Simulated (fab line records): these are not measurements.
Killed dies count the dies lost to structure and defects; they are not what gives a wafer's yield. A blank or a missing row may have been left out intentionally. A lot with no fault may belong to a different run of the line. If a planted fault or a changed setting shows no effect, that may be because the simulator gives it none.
fab line records	flow berkeleyCmos170
record lots=7	wafers=21	lastDay=13
route steps=331 shown V1@260 M2@271
lots that met no fault: taken from a fault-free run of the same line
startH: hours from the record's opening day to when the first of the lot's shown wafers began	waitH: hours from the lot's prior step to this one	" same as the row above	L1.1+2: a single row standing in for several wafers	- no value, or no start was given	* or withheld: withheld	< > ~ a bound
route shown NAME@n: names a module that has steps shown in the file, with the first one's number in the route	usual: mean/standard deviation of fault-free wafers	same: alike in all rows	chamber/n: place in a boat	sites: each site's reading	_std_site: how widely they spread, as a standard deviation	_edge_site: inner sites' mean taken away from outer sites' mean	radiusMm: how far each site lies from the wafer's centre	mask NAME#n: copy n	behind: the most recent tool/chamber to have shaped the wafer	hold: what put the lot on hold/how long, in hours/how the hold closed	device: names the non-switching transistor (n, p or np)	end of line: at the end of the route, the tests of the same wafers	where a step has no rows: the recipe by itself	killed: not the wafer's yield, but the dies lost to structure and defects at the first sort	map: per-die view of a wafer (x killed, . not killed, _ where there is no die)
set.NAME: setting as actually run; set.NAME@STEP: the setting as run at that earlier step	model.NAME: the simulator's own value behind a step, which no gauge read
certain route steps with their lots: each step a table, each wafer a row
services: when a tool's chamber went out of use (startH, in hours from the record's first day, below 0 if earlier), for how many hours, and the reason
## steps
# step UCB170_V1_HMDS_06
# recipe primeTimeS=60	primeTempC=100
# step UCB170_V1_COAT_07
# recipe resist=KrF	spinRpm=1500	resistThkNm=900
# step UCB170_V1_SOFTBAKE_08
# recipe resist=KrF	tempC=130	timeS=58.18
# step UCB170_V1_EXPOSE_09
# recipe maskId=VIA1	targetCdNm=700	na=0.5	sigmaOuter=0.6	sourceShape=conventional	doseMj=37
# step UCB170_V1_PEB_10
# recipe pebTempC=130	pebTimeS=withheld	resist=KrF
# step UCB170_V1_DEVELOP_11
# recipe developer=TMAH	developTimeS=45	resist=KrF	devTempC=21
# step UCB170_V1_CD_MEAS_12
# recipe targetCdNm=700
# usual cdNm=699.9/1.4
lot.wafer	tool	chamber	startH	waitH	cdNm
L963.2	cdSem-01	-	218.35	-	700.0
L963.3	"	-	"	"	701.9
L963.4	"	-	"	"	700.4
L960.1	cdSem-01	-	219.68	-	699.9
L960.3	"	-	"	"	699.7
L960.4	"	-	"	"	701.3
L969.2	cdSem-02	-	254.81	-	696.7
L969.3	"	-	"	"	698.0
L969.5	"	-	"	"	698.0
L973.3	cdSem-02	-	264.44	-	701.4
L973.4	"	-	"	"	700.2
L973.6	"	-	"	"	700.8
L972.1	cdSem-01	-	265.96	-	699.8
L972.3	"	-	"	"	699.6
L972.5	"	-	"	"	699.1
L974.3	cdSem-01	-	287.58	-	700.1
L974.4	"	-	"	"	700.0
L974.6	"	-	"	"	700.5
L977.3	cdSem-01	-	294.37	-	700.5
L977.4	"	-	"	"	701.7
L977.6	"	-	"	"	701.8
# step UCB170_V1_OVL_MEAS_13
# usual V1_OVL=4/4.5
lot.wafer	tool	chamber	startH	waitH	V1_OVL[nm]
L963.2	overlay-01	-	218.46	0.1	9
L963.3	"	-	"	"	0
L963.4	"	-	"	"	-6
L960.1	overlay-02	-	219.80	0.1	1
L960.3	"	-	"	"	-2
L960.4	"	-	"	"	2
L969.2	overlay-01	-	254.92	0.1	0
L969.3	"	-	"	"	0
L969.5	"	-	"	"	5
L973.3	overlay-02	-	264.53	0.1	5
L973.4	"	-	"	"	5
L973.6	"	-	"	"	8
L972.1	overlay-01	-	266.08	0.1	-1
L972.3	"	-	"	"	3
L972.5	"	-	"	"	2
L974.3	overlay-02	-	287.68	0.1	1
L974.4	"	-	"	"	5
L974.6	"	-	"	"	3
L977.3	overlay-02	-	294.46	0.1	2
L977.4	"	-	"	"	5
L977.6	"	-	"	"	2
# step UCB170_V1_ETCH_14
# recipe chemistry=CHF3/CF4/Ar	target=SiO2	stopOn=Al	CHF3_flow_sccm=45	cf4FlowSccm=15	Ar_flow_sccm=150	pressureMtorr=200	rfW=700	targetDepthA=12500	overEtchFrac=0.25	timeS=299.3
# usual drypumpMotorCurrentA=5.8/0.4	mfcArSccm=150.0/0.44	oesProductAu=0.870/0.012	throttleValvePct=6.94/0.15
lot.wafer	tool	chamber	startH	waitH	drypumpMotorCurrentA	mfcArSccm	oesProductAu	rfHoursCounterH	throttleValvePct
L963.2	rieDiel-04	2	218.49	0.0	5.6	149.9	0.867	69	6.84
L963.3	"	1	"	"	6.4	150.6	0.880	5	7.02
L963.4	"	3	"	"	6.2	149.6	0.900	75	6.94
L960.1	rieDiel-04	3	219.84	0.0	6.2	149.4	0.898	75	6.97
L960.3	"	0	"	"	6.1	151.1	0.879	50	6.98
L960.4	"	2	"	"	5.6	149.8	0.864	69	6.85
L969.2	rieDiel-01	0	254.95	0.0	5.7	149.4	0.859	4	7.11
L969.3	"	1	"	"	5.1	150.5	0.856	76	6.78
L969.5	"	1	"	"	5.2	150.9	0.853	-	6.76
L973.3	rieDiel-02	3	264.56	0.0	6.3	150.2	0.883	8	6.68
L973.4	"	2	"	"	5.4	149.9	0.874	3	6.95
L973.6	"	1	"	"	6.2	149.9	0.868	-	7.19
L972.1	rieDiel-02	3	266.12	0.0	6.3	149.7	0.885	8	6.69
L972.3	"	1	"	"	6.3	151.1	0.862	25	7.19
L972.5	"	1	"	"	6.2	150.8	0.858	-	7.17
L974.3	rieDiel-01	2	287.70	0.0	5.6	150.3	0.863	19	7.01
L974.4	"	0	"	"	5.7	150.0	0.862	5	7.11
L974.6	"	0	"	"	5.7	150.6	0.861	-	7.12
L977.3	rieDiel-01	0	294.49	0.0	5.7	150.7	0.863	5	7.12
L977.4	"	3	"	"	5.2	149.8	0.867	4	7.17
L977.6	"	0	"	"	5.7	150.7	0.863	-	7.11
# step UCB170_V1_STRIP_15
# recipe chemistry=O2	powerW=400	pressureMtorr=3500	platenTempC=withheld	o2FlowSccm=400	overashFraction=0.5
# usual drypumpMotorCurrentA=5.7/0.58	oesProductAu=0.721/0.0046	stripTimeToEndpointS=15.24/0.15
lot.wafer	tool	chamber	startH	waitH	drypumpMotorCurrentA	oesProductAu	rfHoursCounterH	stripTimeToEndpointS
L963.2	plasmaAsher-03	0	218.67	0.1	5.1	0.724	50	15.28
L963.3	"	1	"	"	5.8	0.715	-	15.39
L963.4	"	0	"	"	5.1	0.721	-	15.23
L960.1	plasmaAsher-03	0	220.01	0.1	5.1	0.723	50	15.26
L960.3	"	0	"	"	5.2	0.727	-	15.03
L960.4	"	1	"	"	5.8	0.729	-	15.34
L969.2	plasmaAsher-02	0	255.13	0.1	5.5	0.719	14	15.18
L969.3	"	1	"	"	4.8	0.716	-	15.28
L969.5	"	0	"	"	5.5	0.721	-	15.20
L973.3	plasmaAsher-01	1	264.77	0.1	6.0	0.723	-	15.21
L973.4	"	0	"	"	6.5	0.722	-	15.13
L973.6	"	1	"	"	5.9	0.727	-	15.20
L972.1	plasmaAsher-02	1	266.29	0.1	4.8	0.715	16	15.28
L972.3	"	0	"	"	5.6	0.719	-	15.18
L972.5	"	0	"	"	5.6	0.716	-	15.27
L974.3	plasmaAsher-01	0	287.91	0.1	6.5	0.718	-	15.26
L974.4	"	1	"	"	6.0	0.717	-	15.16
L974.6	"	0	"	"	6.5	0.721	-	15.01
L977.3	plasmaAsher-01	1	294.70	0.1	6.0	0.723	-	14.97
L977.4	"	0	"	"	6.5	0.720	-	15.26
L977.6	"	1	"	"	6.0	0.715	-	15.07
# step UCB170_V1_CD_MEAS_90
# recipe targetCdNm=700
# usual cdNm=700.0/1.6
lot.wafer	tool	chamber	startH	waitH	cdNm
L963.2	cdSem-02	-	218.79	0.1	700.7
L963.3	"	-	"	"	701.4
L963.4	"	-	"	"	700.8
L960.1	cdSem-02	-	220.11	0.1	700.0
L960.3	"	-	"	"	700.8
L960.4	"	-	"	"	702.3
L969.2	cdSem-01	-	255.25	0.1	697.2
L969.3	"	-	"	"	698.1
L969.5	"	-	"	"	697.1
L973.3	cdSem-01	-	264.88	0.1	702.4
L973.4	"	-	"	"	700.8
L973.6	"	-	"	"	701.3
L972.1	cdSem-01	-	266.39	0.1	701.3
L972.3	"	-	"	"	700.3
L972.5	"	-	"	"	700.2
L974.3	cdSem-01	-	288.02	0.1	699.5
L974.4	"	-	"	"	699.3
L974.6	"	-	"	"	699.3
L977.3	cdSem-02	-	294.81	0.1	700.1
L977.4	"	-	"	"	702.4
L977.6	"	-	"	"	702.1
# step UCB170_M2_PRE_CLEAN_00
# recipe gas=Ar	precleanEtchTimeS=60
# step UCB170_M2_SPUTTER_01
# recipe material=Al	targetThkNm=900	timeS=120	powerW=6000	chamberPressurePa=0.5
# usual cathodeDcPowerW=6000.0/1.1	throttleValvePct=29.8/1.4
lot.wafer	tool	chamber	startH	waitH	cathodeDcPowerW	throttleValvePct	model.Al_of_M2_SPUTTER_01.thkNm
L963.2	pvdSputter-02	-	218.95	0.0	5998.5	27.1	872.4
L963.3	"	-	"	"	6000.7	30.3	904.6
L963.4	"	-	"	"	6001.1	30.3	890.6
L960.1	pvdSputter-03	-	220.30	0.0	6000.2	28.9	893.1
L960.3	"	-	"	"	5999.8	29.6	882.8
L960.4	"	-	"	"	5999.1	31.1	891.7
L969.2	pvdSputter-02	-	255.42	0.0	5999.6	30.0	1606
L969.3	"	-	"	"	6000.8	26.9	1581
L969.5	"	-	"	"	6000.6	28.4	1611
L973.3	pvdSputter-04	-	265.02	0.0	6000.4	31.9	882.5
L973.4	"	-	"	"	6000.4	31.4	894.2
L973.6	"	-	"	"	6001.9	31.3	895.7
L972.1	pvdSputter-02	-	266.58	0.0	6000.2	30.2	1600
L972.3	"	-	"	"	6000.1	27.0	1567
L972.5	"	-	"	"	5997.6	30.4	1598
L974.3	pvdSputter-02	-	288.16	0.0	6000.7	30.2	1612
L974.4	"	-	"	"	6000.8	26.8	1578
L974.6	"	-	"	"	6000.9	28.1	1606
L977.3	pvdSputter-03	-	294.95	0.0	5999.4	31.0	888.3
L977.4	"	-	"	"	5999.0	29.0	880.6
L977.6	"	-	"	"	5998.2	29.6	877.3
# step UCB170_M2_RS_MEAS_02
# recipe thkMeasGauge=four-point-probe	reads=Al_of_M2_SPUTTER_01
# usual M2_AL_RS=0.0323/0.00046
lot.wafer	tool	chamber	startH	waitH	M2_AL_RS[ohm/sq]
L963.2	filmMetro-03	-	219.06	0.1	0.0332
L963.3	"	-	"	"	0.0320
L963.4	"	-	"	"	0.0325
L960.1	filmMetro-02	-	220.38	0.0	0.0325
L960.3	"	-	"	"	0.0328
L960.4	"	-	"	"	0.0324
L969.2	filmMetro-04	-	255.52	0.1	0.0179
L969.3	"	-	"	"	0.0182
L969.5	"	-	"	"	0.0178
L973.3	filmMetro-03	-	265.15	0.1	0.0328
L973.4	"	-	"	"	0.0324
L973.6	"	-	"	"	0.0323
L972.1	filmMetro-04	-	266.66	0.0	0.0180
L972.3	"	-	"	"	0.0184
L972.5	"	-	"	"	0.0181
L974.3	filmMetro-03	-	288.29	0.1	0.0179
L974.4	"	-	"	"	0.0183
L974.6	"	-	"	"	0.0179
L977.3	filmMetro-03	-	295.08	0.1	0.0326
L977.4	"	-	"	"	0.0329
L977.6	"	-	"	"	0.0330
# step UCB170_M2_THK_MEAS_03
# recipe thkMeasGauge=xrf	reads=Al_of_M2_SPUTTER_01
# usual M2_AL_THK=910/13
lot.wafer	tool	chamber	startH	waitH	M2_AL_THK[nm]
L963.2	filmMetro-03	-	219.17	0.1	886
L963.3	"	-	"	"	918
L963.4	"	-	"	"	902
L960.1	filmMetro-02	-	220.50	0.1	910
L960.3	"	-	"	"	905
L960.4	"	-	"	"	914
L969.2	filmMetro-04	-	255.63	0.1	1620
L969.3	"	-	"	"	1599
L969.5	"	-	"	"	1631
L973.3	filmMetro-03	-	265.25	0.1	896
L973.4	"	-	"	"	907
L973.6	"	-	"	"	911
L972.1	filmMetro-04	-	266.78	0.1	1620
L972.3	"	-	"	"	1597
L972.5	"	-	"	"	1627
L974.3	filmMetro-03	-	288.39	0.1	1637
L974.4	"	-	"	"	1598
L974.6	"	-	"	"	1620
L977.3	filmMetro-03	-	295.18	0.1	903
L977.4	"	-	"	"	895
L977.6	"	-	"	"	889
# step UCB170_M2_HMDS_04
# recipe primeTimeS=60	primeTempC=100
# step UCB170_M2_COAT_05
# recipe resist=KrF	spinRpm=1500	resistThkNm=900
# step UCB170_M2_SOFTBAKE_06
# recipe resist=KrF	tempC=130	timeS=60
# step UCB170_M2_STRIP_07
# recipe chemistry=O2	powerW=400	pressureMtorr=3500	platenTempC=withheld	o2FlowSccm=400	overashFraction=0.5
# usual drypumpMotorCurrentA=5.8/0.53	oesProductAu=0.735/0.005	stripTimeToEndpointS=21.95/0.071
lot.wafer	tool	chamber	startH	waitH	drypumpMotorCurrentA	oesProductAu	rfHoursCounterH	stripTimeToEndpointS
L963.2	plasmaAsher-01	0	219.78	0.1	6.5	0.735	41	21.81
L963.3	"	1	"	"	5.9	0.737	-	21.80
L963.4	"	0	"	"	6.5	0.732	-	21.85
L960.1	plasmaAsher-01	0	221.01	0.1	6.5	0.730	41	21.93
L960.3	"	0	"	"	6.5	0.731	-	21.85
L960.4	"	1	"	"	6.0	0.739	-	21.93
L969.2	plasmaAsher-02	0	256.29	0.1	5.5	0.739	14	21.98
L969.3	"	0	"	"	5.5	0.725	-	21.98
L969.5	"	1	"	"	4.8	0.733	-	21.96
L973.3	plasmaAsher-01	0	265.77	0.1	6.5	0.739	-	21.98
L973.4	"	1	"	"	5.9	0.739	-	22.00
L973.6	"	0	"	"	6.5	0.729	-	22.02
L972.1	plasmaAsher-04	1	267.29	0.1	6.1	0.739	59	21.94
L972.3	"	0	"	"	5.7	0.731	-	21.95
L972.5	"	1	"	"	6.2	0.736	-	21.92
L974.3	plasmaAsher-04	1	289.27	0.1	6.1	0.741	-	22.05
L974.4	"	0	"	"	5.7	0.731	-	21.95
L974.6	"	0	"	"	5.8	0.739	-	21.99
L977.3	plasmaAsher-02	1	296.13	0.1	4.8	0.733	-	21.95
L977.4	"	0	"	"	5.6	0.734	-	21.95
L977.6	"	1	"	"	4.8	0.742	-	22.00
# step UCB170_M2_STRIP_08
# recipe chemistry=DMSO	tempC=80	timeS=600	material=KrF
# step UCB170_M2_COAT_09
# recipe resist=BARC	tempC=withheld	timeS=withheld	spinRpm=3000	resistThkNm=withheld
# step UCB170_M2_COAT_10
# recipe resist=KrF	spinRpm=1500	resistThkNm=900
# step UCB170_M2_SOFTBAKE_11
# recipe resist=KrF	tempC=130	timeS=60
# step UCB170_M2_EXPOSE_12
# recipe maskId=METAL2	targetCdNm=700	na=0.5	sigmaOuter=0.6	sourceShape=conventional	doseMj=26
# step UCB170_M2_PEB_13
# recipe pebTempC=130	pebTimeS=withheld	resist=KrF
# step UCB170_M2_DEVELOP_14
# recipe developer=TMAH	developTimeS=45	resist=KrF	devTempC=21
# step UCB170_M2_CD_MEAS_15
# recipe targetCdNm=700
# usual cdNm=699.9/1.2
lot.wafer	tool	chamber	startH	waitH	cdNm
L963.2	cdSem-02	-	221.09	-	699.0
L963.3	"	-	"	"	699.4
L963.4	"	-	"	"	699.5
L960.1	cdSem-02	-	222.88	-	700.2
L960.3	"	-	"	"	701.6
L960.4	"	-	"	"	702.8
L969.2	cdSem-02	-	259.89	-	699.8
L969.3	"	-	"	"	701.5
L969.5	"	-	"	"	701.6
L973.3	cdSem-02	-	267.02	-	699.9
L973.4	"	-	"	"	699.3
L973.6	"	-	"	"	698.0
L972.1	cdSem-01	-	268.41	-	699.1
L972.3	"	-	"	"	698.3
L972.5	"	-	"	"	699.2
L974.3	cdSem-02	-	290.57	-	698.8
L974.4	"	-	"	"	700.0
L974.6	"	-	"	"	698.3
L977.3	cdSem-02	-	298.76	-	700.0
L977.4	"	-	"	"	699.9
L977.6	"	-	"	"	699.6
# step UCB170_M2_OVL_MEAS_16
# usual M2_OVL=2/4.8
lot.wafer	tool	chamber	startH	waitH	M2_OVL[nm]
L963.2	overlay-02	-	221.20	0.1	-3
L963.3	"	-	"	"	-5
L963.4	"	-	"	"	2
L960.1	overlay-02	-	223.00	0.1	0
L960.3	"	-	"	"	0
L960.4	"	-	"	"	4
L969.2	overlay-01	-	259.99	0.1	0
L969.3	"	-	"	"	0
L969.5	"	-	"	"	13
L973.3	overlay-02	-	267.11	0.1	6
L973.4	"	-	"	"	1
L973.6	"	-	"	"	7
L972.1	overlay-02	-	268.53	0.1	5
L972.3	"	-	"	"	4
L972.5	"	-	"	"	4
L974.3	overlay-01	-	290.66	0.1	9
L974.4	"	-	"	"	3
L974.6	"	-	"	"	9
L977.3	overlay-02	-	298.85	0.1	-3
L977.4	"	-	"	"	-1
L977.6	"	-	"	"	5
# step UCB170_M2_ETCH_17
# recipe chemistry=N2/H2	targetDepthA=withheld	overetchA=withheld	target=BARC	timeS=withheld	sourceW=500	biasW=100	pressureMtorr=30	n2FlowSccm=100	h2FlowSccm=200
# usual drypumpMotorCurrentA=5.6/0.35	oesProductAu=0.977/0.025	throttleValvePct=13.31/0.24
lot.wafer	tool	chamber	startH	waitH	drypumpMotorCurrentA	oesProductAu	throttleValvePct
L963.2	rieDiel-01	0	221.23	0.0	5.7	0.987	13.70
L963.3	"	3	"	"	5.2	0.958	13.47
L963.4	"	1	"	"	5.1	0.961	13.03
L960.1	rieDiel-03	2	223.04	0.0	5.5	0.999	13.45
L960.3	"	3	"	"	6.1	0.937	13.34
L960.4	"	0	"	"	5.9	0.999	13.43
L969.2	rieDiel-01	2	260.02	0.0	5.7	0.974	13.48
L969.3	"	3	"	"	5.2	0.957	13.48
L969.5	"	2	"	"	5.7	0.956	13.47
L973.3	rieDiel-03	1	267.13	0.0	5.4	0.997	12.87
L973.4	"	3	"	"	6.0	0.936	13.36
L973.6	"	1	"	"	5.4	1.010	12.87
L972.1	rieDiel-04	1	268.57	0.0	6.4	0.982	13.19
L972.3	"	0	"	"	6.1	1.028	13.30
L972.5	"	2	"	"	5.7	0.958	13.14
L974.3	rieDiel-03	2	290.69	0.0	5.5	1.005	13.46
L974.4	"	3	"	"	6.0	0.943	13.34
L974.6	"	1	"	"	5.4	1.001	12.87
L977.3	rieDiel-03	1	298.87	0.0	5.4	1.002	12.86
L977.4	"	2	"	"	5.5	1.002	13.46
L977.6	"	1	"	"	5.4	0.995	12.88
# step UCB170_M2_METAL_ETCH_18
# recipe chemistry=Cl2/BCl3	target=Al	stopOn=SiO2	pressureMtorr=12	targetDepthA=11700	overEtchFrac=0.3	timeS=195	icpW=600	biasW=120	Cl2_flow_sccm=90	bcl3FlowSccm=45
# usual drypumpMotorCurrentA=5.3/0.41	oesProductAu=0.859/0.014	throttleValvePct=24.52/0.22
lot.wafer	tool	chamber	startH	waitH	drypumpMotorCurrentA	oesProductAu	rfHoursCounterH	throttleValvePct
L963.2	rieMetal-01	0	221.27	-	5.7	0.843	5.8	24.73
L963.3	"	0	"	"	5.7	0.861	-	24.71
L963.4	"	1	"	"	5.0	0.867	-	24.32
L960.1	rieMetal-03	0	223.08	-	5.2	0.875	6.6	24.64
L960.3	"	0	"	"	5.2	0.861	-	24.65
L960.4	"	1	"	"	6.0	0.854	-	24.77
L969.2	rieMetal-03	0	260.07	-	5.2	1.044	7.8	24.58
L969.3	"	0	"	"	5.2	1.044	-	24.58
L969.5	"	0	"	"	5.2	1.038	-	24.58
L973.3	rieMetal-01	1	267.24	-	5.0	0.863	-	24.31
L973.4	"	0	"	"	5.6	0.855	-	24.71
L973.6	"	0	"	"	5.7	0.853	-	24.73
L972.1	rieMetal-03	0	268.61	-	5.2	1.042	8.2	24.57
L972.3	"	1	"	"	6.0	1.027	-	24.68
L972.5	"	1	"	"	5.9	1.030	-	24.69
L974.3	rieMetal-03	1	290.79	-	5.9	1.031	-	24.68
L974.4	"	0	"	"	5.2	1.050	-	24.58
L974.6	"	1	"	"	5.9	1.044	-	24.69
L977.3	rieMetal-03	0	298.98	-	5.2	0.869	-	24.65
L977.4	"	1	"	"	5.9	0.857	-	24.76
L977.6	"	0	"	"	5.2	0.863	-	24.66
# step UCB170_M2_STRIP_19
# recipe chemistry=O2	powerW=400	pressureMtorr=3500	platenTempC=withheld	o2FlowSccm=400	overashFraction=0.5
# usual drypumpMotorCurrentA=5.7/0.56	oesProductAu=0.528/0.022
lot.wafer	tool	chamber	startH	waitH	drypumpMotorCurrentA	oesProductAu	rfHoursCounterH
L963.2	plasmaAsher-02	0	221.46	0.1	5.5	0.536	11
L963.3	"	0	"	"	5.6	0.530	-
L963.4	"	1	"	"	4.8	0.547	-
L960.1	plasmaAsher-02	0	223.27	0.1	5.6	0.511	11
L960.3	"	1	"	"	4.7	0.513	-
L960.4	"	0	"	"	5.6	0.526	-
L969.2	plasmaAsher-04	1	260.25	0.1	6.1	0.526	58
L969.3	"	1	"	"	6.2	0.519	-
L969.5	"	0	"	"	5.7	0.520	-
L973.3	plasmaAsher-02	1	267.40	0.1	4.8	0.570	-
L973.4	"	0	"	"	5.5	0.540	-
L973.6	"	0	"	"	5.6	0.552	-
L972.1	plasmaAsher-02	0	268.80	0.1	5.5	0.515	16
L972.3	"	0	"	"	5.6	0.521	-
L972.5	"	1	"	"	4.7	0.513	-
L974.3	plasmaAsher-02	1	290.95	0.1	4.7	0.520	-
L974.4	"	0	"	"	5.5	0.512	-
L974.6	"	1	"	"	4.7	0.513	-
L977.3	plasmaAsher-04	0	299.14	0.1	5.7	0.521	-
L977.4	"	1	"	"	6.2	0.515	-
L977.6	"	0	"	"	5.8	0.531	-
## services
tool	chamber	startH	hours	kind
rieMetal-03	1	202.48	5.5	repair
rieDiel-01	0	213.03	5.8	repair
rieDiel-01	-	213.30	0.9	repair
rieDiel-02	-	227.11	0.3	repair
plasmaAsher-03	-	230.01	2.0	repair
plasmaAsher-03	-	243.18	2.2	repair
rieDiel-01	0	244.41	9.2	repair
rieDiel-04	2	245.59	2.1	repair
plasmaAsher-01	-	246.58	2.8	pm
rieDiel-04	-	253.59	1.8	repair
rieDiel-01	3	254.61	2.0	repair
rieDiel-01	-	262.78	2.8	pm
rieDiel-01	-	269.59	15.6	pm
plasmaAsher-02	-	286.19	2.1	repair
plasmaAsher-01	-	290.64	1.6	repair
## key
firstSign step=UCB170_M2_RS_MEAS_02	reading=M2_AL_RS	direction=down	sigmas=31	usual=0.0323	struck=0.0180
effect step=UCB170_M2_THK_MEAS_03	reading=M2_AL_THK	direction=up	sigmas=54	usual=910	struck=1616
effect step=UCB170_M2_METAL_ETCH_18	reading=oesProductAu	direction=up	sigmas=13	usual=0.859	struck=1.039
modelEffect step=UCB170_M2_SPUTTER_01	value=Al_of_M2_SPUTTER_01.thkNm	without=894.7	struck=1595
moreKillsBornAt UCB170_M2_METAL_ETCH_18@rieMetal-03=1566
metAt UCB170_M2_SPUTTER_01
struckWafers L969.2,L969.3,L969.5,L972.1,L972.3,L972.5,L974.3,L974.4,L974.6
laterRowsLeftOut L969.2,L969.3,L969.5,L972.1,L972.3,L972.5,L974.3,L974.4,L974.6
sortLeftOut L969.2,L969.3,L969.5
onsetBetween 218.95 255.42
fault kind=processParameterDrift	tool=pvdSputter-02	chamber=-	onsetH=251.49	steps=UCB170_M2_SPUTTER_01	channel=targetThkNm	offset=700.65	shape=step	endH=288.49	actsIn=theseRecipesOnly	stated=900
# sortLeftOut: the simulated sort isn't trusted on such a fault, so these wafers' sort isn't shown, and their yield isn't known
# laterRowsLeftOut: the simulator's readings of these wafers behind a module that went badly wrong aren't trusted and aren't shown, but for the sort
